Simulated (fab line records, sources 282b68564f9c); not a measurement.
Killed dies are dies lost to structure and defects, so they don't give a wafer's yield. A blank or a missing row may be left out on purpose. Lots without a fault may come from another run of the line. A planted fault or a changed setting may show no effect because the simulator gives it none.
fab line records | flow rit_cmos
record lots=5 wafers=15 last_day=7
route steps=202 shown ACTIVE@13 FOX1@20 FOX2@23 NWELL@28 PWELL@39 WELLDRIVE@50 NRETRO@53 SILICIDE@161 M1@202
lots that met no fault: from a run of the same line without faults
start_h: hours from the record's first day to the start of the lot's first wafer shown | wait_h: hours since the lot's step before | " the same as in the row above | L1.1+2: a row that stands for several wafers | - no value, or no start given | * or withheld: withheld | < > ~ a bound
route shown NAME@n: a module of which the file shows steps, and the number in the route of the first | usual: mean/standard deviation of fault-free wafers | same: alike in all rows | chamber/n: place in a boat | sites: the reading at each site | _std_site: their standard deviation | _edge_site: outer sites' mean less inner sites' | radius_mm: how far each site lies from the wafer's centre | mask NAME#n: copy n | behind: the tool/chamber that last shaped the wafer | hold: why the lot was held/for how many hours/how that ended | device: the transistor (n, p or np) that didn't switch | end of line: the same wafers' tests at the end of the route | a step without rows: its recipe alone | killed: dies lost to structure and defects at the first sort, not the wafer's yield | map: a wafer's dies, x killed, . not, _ none there
set.NAME: the setting as run; set.NAME@STEP: as run at that earlier step | model.NAME: the simulator's own value behind a step, which no gauge read
lots at some steps of the route; a table a step, a row a wafer
services: from which hour (start_h, from the record's first day; less than 0 if before it) a tool's chamber was out of use, for how many hours, and why
## steps
# step RIT_ACTIVE_HARDBAKE_12
# recipe resist=NOVOLAK temp_c=140 time_s=60
# step RIT_ACTIVE_ETCH_13
# recipe stop_on=SiO2 chemistry=SF6 target=Si3N4 time_s=210 over_etch_frac=0.4 SF6_flow_sccm=200 pressure_mtorr=260 rf_w=125 target_depth_a=2100
# usual SF6_flow_sccm=200.0/0.62 drypump_motor_current_A=5.7/0.35 oes_product_au=0.825/0.012 rf_fwd_power_W=124.6/0.39 throttle_valve_pct=7.46/0.12
# same time_s=210
# columns lot.wafer tool chamber start_h wait_h SF6_flow_sccm drypump_motor_current_A oes_product_au rf_fwd_power_W rf_hours_counter_h throttle_valve_pct
L290.1 rie_diel-03 3 14.71 0.1 200.9 6.5 0.812 124.6 6 7.35
L290.3 " 1 " " 199.2 5.9 0.831 124.9 2 7.50
L290.4 " 0 " " 200.2 5.7 0.821 124.7 - 7.38
L295.1 rie_diel-03 2 44.33 0.1 199.9 5.6 0.832 124.6 0 7.23
L295.3 " 1 " " 199.6 5.9 0.832 124.7 2 7.52
L295.5 " 2 " " 199.4 5.6 0.853 125.2 - 7.24
L298.4 rie_diel-03 2 55.80 0.1 200.0 5.6 0.822 124.4 0 7.24
L298.5 " 3 " " 200.0 6.5 0.812 124.5 - 7.35
L298.6 " 0 " " 200.4 5.7 0.815 124.9 - 7.37
L310.1 rie_diel-02 3 115.83 0.1 200.4 5.8 0.828 123.8 101 7.65
L310.4 " 1 " " 199.5 5.4 0.840 124.6 - 7.53
L310.6 " 2 " " 200.0 5.4 0.808 125.0 - 7.50
L312.1 rie_diel-03 0 126.88 0.1 200.4 5.7 0.815 124.6 70 7.37
L312.4 " 3 " " 199.8 6.5 0.811 123.7 8 7.35
L312.6 " 1 " " 199.9 5.9 0.822 125.0 - 7.48
# step RIT_ACTIVE_STRIP_14
# recipe chemistry=O2 time_s=180 resist=NOVOLAK platen_temp_c=withheld power_w=500 pressure_mtorr=4000 o2_flow_sccm=4000
# usual drypump_motor_current_A=5.6/0.47
# same time_s=180
# columns lot.wafer tool chamber start_h wait_h drypump_motor_current_A rf_hours_counter_h
L290.1 plasma_asher-04 1 14.84 0.1 5.7 38
L290.3 " 0 " " 6.3 -
L290.4 " 1 " " 5.7 -
L295.1 plasma_asher-03 1 44.47 0.1 5.3 39
L295.3 " 0 " " 4.8 -
L295.5 " 1 " " 5.3 -
L298.4 plasma_asher-04 1 55.99 0.1 5.7 -
L298.5 " 1 " " 5.7 -
L298.6 " 0 " " 6.3 -
L310.1 plasma_asher-04 0 115.96 0.1 6.3 49
L310.4 " 1 " " 5.7 -
L310.6 " 1 " " 5.6 -
L312.1 plasma_asher-01 0 127.01 0.1 5.7 34
L312.4 " 1 " " 5.3 -
L312.6 " 0 " " 5.7 -
# step RIT_ACTIVE_CD_MEAS_90
# recipe target_cd_nm=1400
# usual cd_nm=1400.2/1.5
# columns lot.wafer tool chamber start_h wait_h cd_nm
L290.1 cd_sem-01 - 15.02 0.1 1398.9
L290.3 " - " " 1399.7
L290.4 " - " " 1399.3
L295.1 cd_sem-02 - 44.64 0.1 1401.5
L295.3 " - " " 1399.9
L295.5 " - " " 1401.5
L298.4 cd_sem-02 - 56.16 0.1 1399.5
L298.5 " - " " 1401.8
L298.6 " - " " 1400.9
L310.1 cd_sem-01 - 116.14 0.1 1400.0
L310.4 " - " " 1399.3
L310.6 " - " " 1400.4
L312.1 cd_sem-01 - 127.19 0.1 1402.4
L312.4 " - " " 1401.5
L312.6 " - " " 1401.5
# step RIT_ACTIVE_CLEAN_15
# recipe chemistry=SC1 mix=3:3:50 time_s=600 temp_c=75
# step RIT_ACTIVE_CLEAN_16
# recipe chemistry=dHF dilution=50:1 time_s=30
# step RIT_ACTIVE_CLEAN_17
# recipe chemistry=SC2 mix=3:3:50 time_s=600 temp_c=75 dry=n2_spin
# step RIT_FOX1_OXIDATION_00
# recipe temp_c=1100 ambient=H2O target_thk_a=3507 p_h2o_torr=720 ox_time_s=1130
# step RIT_FOX1_THK_MEAS_01
# recipe reads=SiO2_of_FOX1_OXIDATION_00
# usual FOX1_OXIDE_THK=351/6.4
# columns lot.wafer tool chamber start_h wait_h FOX1_OXIDE_THK[nm]
L290.1 film_metro-03 - 18.45 0.0 364
L290.3 " - " " 365
L290.4 " - " " 364
L295.1 film_metro-04 - 47.51 0.0 351
L295.3 " - " " 344
L295.5 " - " " 353
L298.4 film_metro-04 - 58.40 0.0 349
L298.5 " - " " 348
L298.6 " - " " 347
L310.1 film_metro-04 - 117.94 0.0 353
L310.4 " - " " 350
L310.6 " - " " 352
L312.1 film_metro-02 - 129.01 0.0 348
L312.4 " - " " 347
L312.6 " - " " 350
# step RIT_FOX1_WET_ETCH_02
# recipe chemistry=BOE target_depth_nm=350 time_s=390 temp_c=21.5 dry=n2_spin dilution=10:1 target=SiO2
# step RIT_FOX2_OXIDATION_00
# recipe temp_c=1100 ambient=H2O target_thk_a=3507 p_h2o_torr=720 ox_time_s=1130
# step RIT_FOX2_THK_MEAS_01
# recipe reads=SiO2_of_FOX2_OXIDATION_00
# usual FOX2_OXIDE_THK=350/6.5
# columns lot.wafer tool chamber start_h wait_h FOX2_OXIDE_THK[nm]
L290.1 film_metro-03 - 19.95 0.0 360
L290.3 " - " " 353
L290.4 " - " " 350
L295.1 film_metro-03 - 50.37 0.0 345
L295.3 " - " " 345
L295.5 " - " " 343
L298.4 film_metro-04 - 60.79 0.0 349
L298.5 " - " " 358
L298.6 " - " " 346
L310.1 film_metro-03 - 119.44 0.0 354
L310.4 " - " " 355
L310.6 " - " " 359
L312.1 film_metro-03 - 130.51 0.0 348
L312.4 " - " " 346
L312.6 " - " " 347
# step RIT_FOX2_CLEAN_02
# recipe chemistry=dHF dilution=50:1 time_s=180
# usual run_length_s=208/3.6
# columns lot.wafer tool chamber start_h wait_h run_length_s model.SiO2_of_FOX2_OXIDATION_00.thk_nm
L290.1 wet_bench-04 1 20.01 0.1 207 343.2
L290.3 " 1 " " 207 336.3
L290.4 " 1 " " 207 334.2
L295.1 wet_bench-02 2 50.43 0.1 213 328.7
L295.3 " 2 " " 213 328.3
L295.5 " 2 " " 213 326.6
L298.4 wet_bench-02 0 60.82 0.0 572 298.7
L298.5 " 0 " " 572 308.3
L298.6 " 0 " " 572 295.3
L310.1 wet_bench-04 2 119.50 0.1 203 337.5
L310.4 " 2 " " 203 338
L310.6 " 2 " " 203 341.7
L312.1 wet_bench-04 0 130.57 0.1 206 331.4
L312.4 " 0 " " 206 329.2
L312.6 " 0 " " 206 330.9
# step RIT_FOX2_WET_ETCH_03
# recipe chemistry=H3PO4 target=Si3N4 target_depth_nm=195 temp_c=165 time_s=2700
# step RIT_FOX2_THK_MEAS_90
# recipe reads=SiO2_of_FOX2_OXIDATION_00
# usual FIELD_OXIDE_LEFT_1_THK=323/6.5
# columns lot.wafer tool chamber start_h wait_h FIELD_OXIDE_LEFT_1_THK[nm]
L290.1 film_metro-01 - 20.83 0.0 332
L290.3 " - " " 325
L290.4 " - " " 323
L295.1 film_metro-03 - 51.25 0.0 318
L295.3 " - " " 318
L295.5 " - " " 316
L298.4 film_metro-04 - 61.67 0.0 288
L298.5 " - " " 298
L298.6 " - " " 284
L310.1 film_metro-03 - 120.31 0.0 327
L310.4 " - " " 328
L310.6 " - " " 331
L312.1 film_metro-03 - 131.45 0.0 321
L312.4 " - " " 319
L312.6 " - " " 320
# step RIT_NWELL_HMDS_00
# recipe prime_time_s=60 prime_temp_c=140
# step RIT_NWELL_COAT_01
# recipe resist=NOVOLAK spin_rpm=2000 resist_thk_nm=1300
# step RIT_NWELL_SOFTBAKE_02
# recipe resist=NOVOLAK temp_c=90 time_s=60
# step RIT_NWELL_EXPOSE_03
# recipe mask_id=M2 na=0.57 target_cd_nm=43900 dose_mj=250
# step RIT_NWELL_PEB_04
# recipe resist=NOVOLAK temp_c=withheld time_s=withheld
# step RIT_NWELL_DEVELOP_05
# recipe resist=NOVOLAK develop_time_s=68 dev_temp_c=23
# step RIT_NWELL_OVL_MEAS_06
# usual NWELL_OVL=0.7/1.5
# columns lot.wafer tool chamber start_h wait_h NWELL_OVL[nm]
L290.1 overlay-01 - 21.77 - -0.2
L290.3 " - " " 0.1
L290.4 " - " " -1.0
L295.1 overlay-01 - 52.24 - 0.6
L295.3 " - " " -1.3
L295.5 " - " " 0.2
L298.4 overlay-01 - 62.76 - 1.2
L298.5 " - " " 1.3
L298.6 " - " " 1.0
L310.1 overlay-02 - 121.25 - -1.0
L310.4 " - " " -0.1
L310.6 " - " " 0.2
L312.1 overlay-02 - 132.52 - 4.0
L312.4 " - " " 3.4
L312.6 " - " " 4.4
# step RIT_NWELL_HARDBAKE_07
# recipe resist=NOVOLAK temp_c=140 time_s=120
# step RIT_NWELL_IMPLANT_08
# recipe species=P energy_kev=170 dose_cm2=5e+13 tilt_deg=7
# step RIT_NWELL_STRIP_09
# recipe chemistry=O2 time_s=180 resist=NOVOLAK platen_temp_c=withheld power_w=500 pressure_mtorr=4000 o2_flow_sccm=4000
# usual drypump_motor_current_A=5.6/0.51
# same time_s=180
# columns lot.wafer tool chamber start_h wait_h drypump_motor_current_A rf_hours_counter_h
L290.1 plasma_asher-02 0 22.20 0.1 5.3 36
L290.3 " 1 " " 6.1 -
L290.4 " 0 " " 5.3 -
L295.1 plasma_asher-03 1 52.73 0.1 5.4 40
L295.3 " 1 " " 5.4 -
L295.5 " 1 " " 5.3 -
L298.4 plasma_asher-03 1 63.24 0.1 5.4 -
L298.5 " 1 " " 5.3 -
L298.6 " 0 " " 4.8 -
L310.1 plasma_asher-03 1 121.83 0.1 5.3 48
L310.4 " 1 " " 5.4 -
L310.6 " 1 " " 5.3 -
L312.1 plasma_asher-02 0 132.95 0.1 5.3 2
L312.4 " 0 " " 5.3 -
L312.6 " 1 " " 6.0 -
# step RIT_NWELL_TW_MEAS_10
# usual NWELL_TW=2169/11
# columns lot.wafer tool chamber start_h wait_h NWELL_TW
L290.1 film_metro-04 - 22.38 0.1 2153
L290.3 " - " " 2154
L290.4 " - " " 2149
L295.1 film_metro-01 - 52.90 0.1 2165
L295.3 " - " " 2185
L295.5 " - " " 2178
L298.4 film_metro-01 - 63.38 0.1 2184
L298.5 " - " " 2181
L298.6 " - " " 2196
L310.1 film_metro-04 - 122.00 0.1 2158
L310.4 " - " " 2165
L310.6 " - " " 2172
L312.1 film_metro-01 - 133.13 0.1 2191
L312.4 " - " " 2183
L312.6 " - " " 2188
# step RIT_PWELL_HMDS_00
# recipe prime_time_s=60 prime_temp_c=140
# step RIT_PWELL_COAT_01
# recipe resist=NOVOLAK spin_rpm=2000 resist_thk_nm=1300
# step RIT_PWELL_SOFTBAKE_02
# recipe resist=NOVOLAK temp_c=90 time_s=60
# step RIT_PWELL_EXPOSE_03
# recipe mask_id=M3 na=0.57 target_cd_nm=43700 dose_mj=250
# step RIT_PWELL_PEB_04
# recipe resist=NOVOLAK temp_c=withheld time_s=withheld
# step RIT_PWELL_DEVELOP_05
# recipe resist=NOVOLAK develop_time_s=68 dev_temp_c=23
# step RIT_PWELL_OVL_MEAS_06
# usual PWELL_OVL=0.0/1.4
# columns lot.wafer tool chamber start_h wait_h PWELL_OVL[nm]
L290.1 overlay-02 - 23.32 - -1.1
L290.3 " - " " 0.1
L290.4 " - " " 3.1
L295.1 overlay-01 - 53.88 - 0.1
L295.3 " - " " -1.1
L295.5 " - " " -0.6
L298.4 overlay-02 - 64.44 - 1.9
L298.5 " - " " 2.3
L298.6 " - " " 2.3
L310.1 overlay-02 - 122.94 - 0.3
L310.4 " - " " -2.1
L310.6 " - " " -0.4
L312.1 overlay-01 - 134.19 - 0.1
L312.4 " - " " 0.4
L312.6 " - " " -1.8
# step RIT_PWELL_HARDBAKE_07
# recipe resist=NOVOLAK temp_c=140 time_s=120
# step RIT_PWELL_IMPLANT_08
# recipe species=B energy_kev=170 dose_cm2=7e+13 tilt_deg=7
# step RIT_PWELL_STRIP_09
# recipe chemistry=O2 time_s=180 resist=NOVOLAK platen_temp_c=withheld power_w=500 pressure_mtorr=4000 o2_flow_sccm=4000
# usual drypump_motor_current_A=5.7/0.34
# same time_s=180
# columns lot.wafer tool chamber start_h wait_h drypump_motor_current_A rf_hours_counter_h
L290.1 plasma_asher-04 0 23.76 0.1 6.3 39
L290.3 " 0 " " 6.3 -
L290.4 " 1 " " 5.7 -
L295.1 plasma_asher-01 1 54.31 0.1 5.4 26
L295.3 " 1 " " 5.4 -
L295.5 " 0 " " 5.7 -
L298.4 plasma_asher-01 0 65.04 0.1 5.7 -
L298.5 " 1 " " 5.4 -
L298.6 " 0 " " 5.7 -
L310.1 plasma_asher-02 1 123.38 0.1 6.0 1
L310.4 " 1 " " 6.0 -
L310.6 " 0 " " 5.3 -
L312.1 plasma_asher-01 1 134.70 0.1 5.4 35
L312.4 " 1 " " 5.4 -
L312.6 " 1 " " 5.4 -
# step RIT_PWELL_TW_MEAS_10
# usual PWELL_TW=960/4.9
# columns lot.wafer tool chamber start_h wait_h PWELL_TW
L290.1 film_metro-04 - 23.93 0.1 959
L290.3 " - " " 952
L290.4 " - " " 954
L295.1 film_metro-04 - 54.49 0.1 965
L295.3 " - " " 971
L295.5 " - " " 961
L298.4 film_metro-02 - 65.19 0.1 955
L298.5 " - " " 952
L298.6 " - " " 959
L310.1 film_metro-01 - 123.55 0.1 969
L310.4 " - " " 964
L310.6 " - " " 962
L312.1 film_metro-04 - 134.88 0.1 957
L312.4 " - " " 963
L312.6 " - " " 959
# step RIT_WELLDRIVE_ANNEAL_00
# recipe temp_c=1100 time_s=14700 ambient=N2
# step RIT_WELLDRIVE_RS_MEAS_01
# recipe thk_meas_gauge=four-point-probe
# usual NWELL_RS=275.1/0.75
# columns lot.wafer tool chamber start_h wait_h NWELL_RS[ohm/sq]
L290.1 film_metro-02 - 30.85 0.0 275.3
L290.3 " - " " 276.3
L290.4 " - " " 274.5
L295.1 film_metro-01 - 59.63 0.0 276.6
L295.3 " - " " 275.5
L295.5 " - " " 275.5
L298.4 film_metro-04 - 70.94 0.1 274.5
L298.5 " - " " 274.6
L298.6 " - " " 273.8
L310.1 film_metro-04 - 129.61 0.0 275.1
L310.4 " - " " 274.4
L310.6 " - " " 274.9
L312.1 film_metro-01 - 141.18 0.0 275.5
L312.4 " - " " 275.2
L312.6 " - " " 276.1
# step RIT_WELLDRIVE_RS_MEAS_02
# recipe thk_meas_gauge=four-point-probe
# usual PWELL_RS=429.3/1.1
# columns lot.wafer tool chamber start_h wait_h PWELL_RS[ohm/sq]
L290.1 film_metro-02 - 30.97 0.1 429.3
L290.3 " - " " 427.9
L290.4 " - " " 427.0
L295.1 film_metro-01 - 59.75 0.1 429.7
L295.3 " - " " 428.9
L295.5 " - " " 429.0
L298.4 film_metro-04 - 71.06 0.1 428.3
L298.5 " - " " 428.6
L298.6 " - " " 427.6
L310.1 film_metro-04 - 129.73 0.1 428.7
L310.4 " - " " 429.8
L310.6 " - " " 431.1
L312.1 film_metro-01 - 141.30 0.1 428.9
L312.4 " - " " 429.3
L312.6 " - " " 428.2
# step RIT_NRETRO_HMDS_00
# recipe prime_time_s=60 prime_temp_c=140
# step RIT_NRETRO_COAT_01
# recipe resist=NOVOLAK spin_rpm=2000 resist_thk_nm=1300
# step RIT_FOX2_THK_MEAS_91
# recipe reads=SiO2_of_FOX2_OXIDATION_00
# usual FIELD_OXIDE_LEFT_2_THK=255/6.5
# columns lot.wafer tool chamber start_h wait_h FIELD_OXIDE_LEFT_2_THK[nm]
L290.1 film_metro-01 - 35.15 0.0 265
L290.3 " - " " 259
L290.4 " - " " 256
L295.1 film_metro-04 - 63.59 0.0 251
L295.3 " - " " 250
L295.5 " - " " 248
L298.4 film_metro-04 - 75.12 0.0 221
L298.5 " - " " 230
L298.6 " - " " 217
L310.1 film_metro-01 - 133.40 0.0 259
L310.4 " - " " 260
L310.6 " - " " 264
L312.1 film_metro-03 - 145.17 0.0 253
L312.4 " - " " 251
L312.6 " - " " 253
# step RIT_SILICIDE_WET_ETCH_00
# recipe chemistry=BOE target=SiO2 target_depth_nm=14 time_s=15 dry=n2_spin dilution=10:1 temp_c=21.5
# same time_s=15
# columns lot.wafer tool chamber start_h wait_h model.SiO2_of_FOX2_OXIDATION_00.thk_nm
L290.1 wet_bench-03 1 60.43 0.1 159.6
L290.3 " 1 " " 153.3
L290.4 " 1 " " 151.1
L295.1 wet_bench-02 1 81.74 0.1 145.6
L295.3 " 1 " " 144.9
L295.5 " 1 " " 142.8
L298.4 wet_bench-04 3 96.60 0.0 115.4
L298.5 " 3 " " 125.8
L298.6 " 3 " " 111.2
L310.1 wet_bench-04 3 152.75 0.1 154.7
L310.4 " 3 " " 156.5
L310.6 " 3 " " 159.3
L312.1 wet_bench-04 3 166.18 0.1 148.8
L312.4 " 3 " " 147.2
L312.6 " 3 " " 148.1
# step RIT_M1_PROBE_99
# usual killed_at_contacts=0.1/0.31 killed_at_front_end=6.3/2.7 killed_dies=6.4/2.7 killed_open=3.3/2 killed_short=3/1.8
# same gross_dies=264 killed_at_M0_to_M3=0 killed_at_M4_up=0 killed_at_back_side=0 killed_at_other=0
# columns lot.wafer tool chamber start_h wait_h killed_at_contacts killed_at_front_end killed_dies killed_open killed_short model.etest.field_n.vt_v model.etest.field_p_metal.vt_v model.etest.iso_nwell_nwell.bv_v model.etest.iso_pplus_pwell.lateral_log10_a_um model.etest.pmos_narrow.vt_less_v
L290.1 prober-01 - 67.80 0.1 0 12 12 8 4 36.03 -28.05 22.1 -9.196 0.02024
L290.3 prober-01 - 67.90 0.2 0 3 3 1 2 35.12 -28.49 22.22 -9.189 0.02473
L290.4 prober-01 - 67.95 0.2 0 11 11 8 3 34.9 -28.45 22.08 -9.307 0.0206
L295.1 prober-02 - 89.43 0.1 0 14 14 10 4 34.21 -30 22.13 -9.318 0.01574
L295.3 prober-02 - 89.53 0.2 0 11 11 8 3 34.26 -29.73 22.08 -9.28 0.01897
L295.5 prober-02 - 89.63 0.2 0 13 13 8 5 33.91 -30.25 22.25 -9.32 0.01889
L298.4 prober-01 - 104.02 0.2 0 2 2 2 0 29.88 -32.3 21.56 -9.303 0.01313
L298.5 prober-01 - 104.07 0.2 0 7 7 4 3 31.15 -31.54 21.64 -9.354 0.01847
L298.6 prober-01 - 104.12 0.2 0 6 6 2 4 29.41 -32.92 21.24 -9.36 0.01347
L310.1 prober-02 - 159.73 0.1 0 1 1 1 0 34.87 -28.99 22.09 -9.198 0.02285
L310.4 prober-02 - 159.88 0.2 0 7 7 3 4 34.91 -29.57 22.13 -9.267 0.02759
L310.6 prober-02 - 159.98 0.2 0 6 6 2 4 35.41 -29.07 22.43 -9.289 0.02236
L312.1 prober-02 - 173.06 0.1 2 6 8 3 5 34.39 -29.57 21.03 -9.207 0.02415
L312.4 prober-02 - 173.21 0.2 0 6 6 4 2 34.2 -30.07 21.73 -9.256 0.0207
L312.6 prober-02 - 173.31 0.2 0 4 4 2 2 34.41 -29.5 21.7 -9.266 0.02104
# killed by level:class
L290.1 FOX1:geometric_particle:open=2 GATE:geometric_particle:open=2 SPACER:geometric_particle:short=2 SPACER:geometric_particle:open=2 FOX1:geometric_particle:short=1 REOX:geometric_particle:open=1 REOX:geometric_particle:short=1 SILICIDE:geometric_particle:open=1
L290.3 FOX1:geometric_particle:short=1 GATE:geometric_particle:open=1 SPACER:geometric_particle:short=1
L290.4 GATE:geometric_particle:open=3 SPACER:geometric_particle:open=3 FOX1:geometric_particle:short=1 REOX:geometric_particle:short=1 REOX:geometric_particle:open=1 SILICIDE:geometric_particle:short=1 SILICIDE:geometric_particle:open=1
L295.1 GATE:geometric_particle:open=5 FOX1:geometric_particle:open=2 GATE:geometric_particle:short=2 REOX:geometric_particle:open=1 SPACER:geometric_particle:open=1 SPACER:geometric_particle:short=1 SILICIDE:geometric_particle:open=1 SILICIDE:geometric_particle:short=1
L295.3 GATE:geometric_particle:open=5 FOX1:geometric_particle:open=2 GATE:geometric_particle:short=2 SILICIDE:geometric_particle:open=1 SILICIDE:geometric_particle:short=1
L295.5 SPACER:geometric_particle:open=4 GATE:geometric_particle:short=2 GATE:geometric_particle:open=2 FOX1:geometric_particle:open=1 FOX2:geometric_particle:short=1 REOX:geometric_particle:short=1 SPACER:geometric_particle:short=1 SILICIDE:geometric_particle:open=1
L298.4 GATE:geometric_particle:open=2
L298.5 GATE:geometric_particle:short=2 FOX1:geometric_particle:open=1 FOX2:geometric_particle:open=1 GATE:geometric_particle:open=1 SPACER:geometric_particle:open=1 SPACER:geometric_particle:short=1
L298.6 GATE:geometric_particle:open=2 FOX1:geometric_particle:short=1 FOX2:geometric_particle:short=1 GATE:geometric_particle:short=1 REOX:geometric_particle:short=1
L310.1 GATE:geometric_particle:open=1
L310.4 GATE:geometric_particle:short=2 FOX1:geometric_particle:open=1 REOX:geometric_particle:short=1 SPACER:geometric_particle:open=1 SPACER:geometric_particle:short=1 SILICIDE:geometric_particle:open=1
L310.6 SPACER:geometric_particle:short=2 FOX2:geometric_particle:short=1 GATE:geometric_particle:open=1 REOX:geometric_particle:open=1 REOX:geometric_particle:short=1
L312.1 GATE:geometric_particle:short=2 GATE:geometric_particle:open=2 CONTACT:geometric_particle:short=2 SPACER:geometric_particle:short=1 SILICIDE:geometric_particle:open=1
L312.4 GATE:geometric_particle:open=3 FOX1:geometric_particle:short=1 GATE:geometric_particle:short=1 SPACER:geometric_particle:open=1
L312.6 GATE:geometric_particle:open=2 SPACER:geometric_particle:short=1 SILICIDE:geometric_particle:short=1
## services
# columns tool chamber start_h hours kind
plasma_asher-03 - -7.98 3.2 repair
plasma_asher-02 - -6.40 18.2 pm
plasma_asher-02 - 11.82 2.8 pm
plasma_asher-01 - 12.92 11.9 repair
rie_diel-03 2 30.35 3.8 repair
plasma_asher-04 - 68.49 0.4 repair
rie_diel-02 3 92.04 2.6 repair
rie_diel-02 0 98.03 - clean
rie_diel-02 0 98.03 22.5 scheduled_down
rie_diel-02 0 98.03 22.5 vent_cycle
plasma_asher-02 - 108.75 9.0 pm
plasma_asher-02 0 108.75 9.0 vent_cycle
plasma_asher-02 1 108.75 9.0 vent_cycle
rie_diel-03 3 115.72 6.7 repair
plasma_asher-02 0 117.75 - clean
plasma_asher-02 1 117.75 - clean
plasma_asher-04 - 144.55 14.6 pm
plasma_asher-03 - 153.05 2.8 pm
rie_diel-03 2 158.64 4.8 repair
rie_diel-03 1 160.85 14.4 repair
## key
first_sign step=RIT_FOX2_CLEAN_02 reading=run_length_s direction=up sigmas=99+ usual=* struck=*
effect step=RIT_FOX2_THK_MEAS_90 reading=FIELD_OXIDE_LEFT_1_THK direction=down sigmas=5.1 usual=323 struck=290
effect step=RIT_FOX2_THK_MEAS_91 reading=FIELD_OXIDE_LEFT_2_THK direction=down sigmas=4.9 usual=255 struck=223
model_effect step=RIT_FOX2_CLEAN_02 value=SiO2_of_FOX2_OXIDATION_00.thk_nm without=334.1 struck=300.8
model_effect step=RIT_SILICIDE_WET_ETCH_00 value=SiO2_of_FOX2_OXIDATION_00.thk_nm without=150.8 struck=117.5
model_effect step=RIT_M1_PROBE_99 value=etest.field_n.vt_v without=34.73 struck=30.15
met_at RIT_FOX2_CLEAN_02
struck_wafers L298.4,L298.5,L298.6
tester_left_out L298
fault kind=process_parameter_drift tool=wet_bench-02 chamber=0 onset_h=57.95 steps=RIT_FOX2_CLEAN_02 channel=time_s offset=* shape=step end_h=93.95 acts_in=* stated=*
# tester_left_out: of these lots the tester's yield and bins aren't shown, on N5 and GAA mostly nor the transistor test; their killed dies are dies lost to structure and defects alone, not to doping, threshold or leakage, so they don't give the yield
